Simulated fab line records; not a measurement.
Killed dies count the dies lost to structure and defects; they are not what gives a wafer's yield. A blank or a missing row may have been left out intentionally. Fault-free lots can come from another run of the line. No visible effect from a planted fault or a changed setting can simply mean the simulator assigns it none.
Which tool was responsible? ; flow rit cmos ; 13 lots, 39 wafers sampled, at 2 steps of a route of 202

## WHAT THE GAUGES READ, wafer by wafer
RIT_M1_CD_MEAS_09: the cd target is 2600 nm.
lot;measured;on;cd nm (nm)
L676;day 3 09:31;cd sem-02;2603.2 2603.3 2604.8
L677;day 3 18:23;cd sem-02;2601.2 2598.8 2600.0
L678;day 3 22:31;cd sem-02;2596.9 2595.3 2600.5
L679;day 4 04:02;cd sem-01;2599.0 2597.8 2598.9
L680;day 4 06:28;cd sem-01;2600.7 2598.3 2600.2
L683;day 5 04:50;cd sem-02;2598.0 2600.7 2600.1
L685;day 5 09:59;cd sem-02;2600.7 2599.9 2601.5
L686;day 5 14:45;cd sem-02;2595.9 2596.8 2597.2
L687;day 5 20:49;cd sem-02;2597.5 2596.7 2597.9
L688;day 5 23:44;cd sem-02;2597.3 2598.5 2594.9
L689;day 6 04:36;cd sem-01;2253.4 2251.4 2251.2
L696;day 7 16:49;cd sem-02;2594.6 2597.5 2597.7
L699;day 8 06:12;cd sem-02;2602.4 2601.6 2600.3

## EACH LOT AND THE TOOL THAT RAN IT (in order: tool; ch and the chambers of the sampled wafers; start)
lot;RIT_M1_EXPOSE_06
L676;iline stepper-01 ch 0, day 3 09:05
L677;iline stepper-02 ch 0, day 3 17:57
L678;iline stepper-02 ch 0, day 3 22:05
L679;iline stepper-01 ch 0, day 4 03:37
L680;iline stepper-02 ch 0, day 4 06:02
L683;iline stepper-02 ch 0, day 5 04:14
L685;iline stepper-02 ch 0, day 5 09:34
L686;iline stepper-02 ch 0, day 5 14:19
L687;iline stepper-01 ch 0, day 5 20:23
L688;iline stepper-02 ch 0, day 5 23:18
L689;iline stepper-01 ch 0, day 6 04:10
L696;iline stepper-02 ch 0, day 7 16:23
L699;iline stepper-02 ch 0, day 8 05:46
- RIT_M1_EXPOSE_06: exposes mask M12, target cd 2600 nm.

## AS READ BY THE TOOLS THEMSELVES (means over the sampled wafers that have a number; for cases with no such wafer, the mark the record gives instead)
The record holds no such reading with a usual standard deviation.

## THE ANSWER, worked out from the rows above alone
Rule: what is usual is taken from the lots themselves. The widest of any qualifying gaps counts: lots, ordered by their means at a reading, are off when they make up no more than a third of the lots, leave a main group of 4 or more, and stand apart from it by 3 or more times the standard deviation of that group's means. A main group whose means are all the same, to the digits that the tables above print for the reading, isn't used. Also off: a lot with no number at a reading for which 4 or more lots have one. The other lots that the step has rows for count as sound. After the gauges, taken in route order, come the tools' own readings; for these a lot's mean is taken, as printed above. At the first step where some lot is off, the reading lying furthest off is the one used; lots without a number count as furthest.
Off: L689, at RIT_M1_CD_MEAS_09 (cd nm). The main group: mean 2599.1 nm, standard deviation 2.1.
A tool fits if, at a process step before that reading, it ran every lot that is off, and no sound lot after the first of them. Gauges at RIT_M1_CD_MEAS_09: tried the same way as those tools. 2 tools fit, iline stepper-01 at RIT_M1_EXPOSE_06 and cd sem-01 at RIT_M1_CD_MEAS_09, so this cannot tell which one it is.

## WHAT HAD BEEN PUT IN BY THE SIMULATOR
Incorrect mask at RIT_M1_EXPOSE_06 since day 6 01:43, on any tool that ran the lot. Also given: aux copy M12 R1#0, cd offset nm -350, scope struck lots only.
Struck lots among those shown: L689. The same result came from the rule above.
